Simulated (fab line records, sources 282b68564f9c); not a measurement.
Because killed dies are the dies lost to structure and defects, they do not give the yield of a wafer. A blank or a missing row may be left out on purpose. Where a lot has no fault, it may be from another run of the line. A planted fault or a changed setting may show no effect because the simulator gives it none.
A struck lot beside a sound one + flow rit cmos + 34 steps out of a route of 202
Sound: wafers L762.1, L762.2, L762.6. Wafers struck: L771.4, L771.5, L771.6. At the end, the cause is stated.
For every step that has rows: the tool of each side, followed by ch and its chambers, followed by its first start. Under that, the readings that differ: sound wafers + struck wafers + difference of the means + sigmas: that difference in standard deviations of wafers without a fault.
alike: same words and numbers on both sides, and readings whose means sit less than 2 such deviations apart. not compared: any withheld reading, any reading some wafer has no value for, any bound like >300 that may hide the same value, and any number with overlapping values for which the record gives no deviation.
The two part at a step that has a row with sigmas, a row that says differs or no value, or rows on one side only. When numbers do not overlap yet have no deviation, they are printed without sigmas and do not part them. A reading that every wafer of one side lacks parts them only if that side has two wafers or more.

first, 2 steps without rows for these wafers: RIT_SPACER_CLEAN_02 (cleans in SC2, time 600 s); RIT_SPACER_CVD_03 (deposits Si3N4 from SiH2Cl2/NH3, target thk 250 nm, time 3300 s).
RIT_SPACER_THK_MEAS_04:
  struck on film metro-04, day 5 15:15; sound on film metro-02, day 3 17:11
  alike: SPACER_NITRIDE_THK
RIT_SPACER_ETCHBACK_05: etches Si3N4 in SF6/CHF3, stops on SiO2, target depth 250 nm, time 240 s.
  sound on rie diel-01 ch 0,2,3, day 3 17:14; struck on rie diel-02 ch 1,2, day 5 15:17
  alike: CHF3_flow_sccm, drypump motor current A, oes product au, throttle valve pct
  not compared: rf hours counter h
then, 6 steps without rows for these wafers: RIT_NSD_HMDS_00 (prime time 60 s); RIT_NSD_COAT_01 (resist thk 1000 nm); RIT_NSD_SOFTBAKE_02 (time 60 s); RIT_NSD_EXPOSE_03 (exposes mask M9, target cd 40700 nm); RIT_NSD_PEB_04; RIT_NSD_DEVELOP_05 (develop time 50 s).
RIT_NSD_OVL_MEAS_06:
  struck on overlay-01, day 5 16:25; sound on overlay-01, day 3 18:22
  alike: NSD_OVL
then, 1 step without rows for these wafers: RIT_NSD_HARDBAKE_07 (time 60 s).
RIT_NSD_IMPLANT_08:
  sound on implanter-01 ch 0, day 3 18:33; struck on implanter-02 ch 0, day 5 16:40
| reading                          | sound                           | struck                        | difference | sigmas      |
|----------------------------------|---------------------------------|-------------------------------|------------|-------------|
| dose ions cm2                    | 9.994e+14 1.0017e+15 1.0014e+15 | 1.018e+14 1.012e+14 1.018e+14 | -8.992e+14 | -99 or more |
| end station pressure torr (Torr) | 7.7e-06 7e-06 7.2e-06           | 5.3e-06 4.8e-06 5.6e-06       | -2.1e-06   | -6          |
| faraday current uA               | 3114 3001 3173                  | 316 320 321                   | -2777      | -40         |
RIT_NSD_STRIP_09: strips in O2, time 180 s.
  sound on plasma asher-02 ch 0,1, day 3 18:42; struck on plasma asher-02 ch 0,1, day 5 16:53
  alike: drypump motor current A
  not compared: rf hours counter h
RIT_NSD_TW_MEAS_10:
  struck on film metro-01, day 5 17:02; sound on film metro-03, day 3 18:53
| reading | sound          | struck         | difference | sigmas |
|---------|----------------|----------------|------------|--------|
| NSD_TW  | 3096 3113 3095 | 1644 1629 1658 | -1458      | -77    |
then, 6 steps without rows for these wafers: RIT_PSD_HMDS_00 (prime time 60 s); RIT_PSD_COAT_01 (resist thk 1000 nm); RIT_PSD_SOFTBAKE_02 (time 60 s); RIT_PSD_EXPOSE_03 (exposes mask M10, target cd 40900 nm); RIT_PSD_PEB_04; RIT_PSD_DEVELOP_05 (develop time 50 s).
RIT_PSD_OVL_MEAS_06:
  struck on overlay-01, day 5 17:56; sound on overlay-01, day 3 20:07
  alike: PSD_OVL
then, 2 steps without rows for these wafers: RIT_PSD_HARDBAKE_07 (time 60 s); RIT_PSD_IMPLANT_08.
RIT_PSD_STRIP_09: strips in O2, time 180 s.
  sound on plasma asher-04 ch 0,1, day 3 20:27; struck on plasma asher-02 ch 0,1, day 5 18:19
  alike: drypump motor current A
  not compared: rf hours counter h
RIT_PSD_TW_MEAS_10:
  struck on film metro-03, day 5 18:28; sound on film metro-04, day 3 20:37
| reading | sound          | struck         | difference | sigmas |
|---------|----------------|----------------|------------|--------|
| PSD_TW  | 3363 3368 3359 | 3393 3414 3419 | +45        | +2     |
then, 3 steps without rows for these wafers: RIT_SDANNEAL_CLEAN_00 (cleans in SC1, time 600 s); RIT_SDANNEAL_CLEAN_01 (cleans in dHF, time 30 s); RIT_SDANNEAL_CLEAN_02 (cleans in SC2, time 600 s).
RIT_SDANNEAL_RTA_03: time 5.174 s.
  sound on rtp anneal-02 ch 0, day 3 21:03; struck on rtp anneal-01 ch 0, day 5 18:55
  alike: wafer_temp_C_max
RIT_SDANNEAL_RS_MEAS_04: measurement is done with a four-point probe.
  struck on film metro-04, day 5 19:02; sound on film metro-03, day 3 21:07
  alike: PSD_RS
RIT_SDANNEAL_RS_MEAS_05: measurement is done with a four-point probe.
  struck on film metro-04, day 5 19:09; sound on film metro-03, day 3 21:14
| reading         | sound             | struck               | difference | sigmas      |
|-----------------|-------------------|----------------------|------------|-------------|
| NSD_RS (ohm/sq) | 84.21 84.24 84.26 | 490.08 499.37 484.41 | +407.05    | +99 or more |
RIT_SDANNEAL_RS_MEAS_06: measurement is done with a four-point probe.
  struck on film metro-04, day 5 19:16; sound on film metro-03, day 3 21:21
  alike: PLDD_RS
RIT_M1_PROBE_99:
  struck on prober-01, day 6 02:45; sound on prober-01, day 4 05:54
  alike: killed at front end, killed dies, killed open, killed short

## WHERE THEY PART
Earliest at RIT_NSD_IMPLANT_08; latest, in this record, at RIT_SDANNEAL_RS_MEAS_05. Later steps at which nothing parts them and some readings are alike: RIT_SDANNEAL_RS_MEAS_06, RIT_M1_PROBE_99.

WHY: the cause the simulator had injected
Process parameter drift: implanter-02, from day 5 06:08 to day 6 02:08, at RIT_NSD_IMPLANT_08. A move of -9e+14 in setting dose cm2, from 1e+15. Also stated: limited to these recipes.
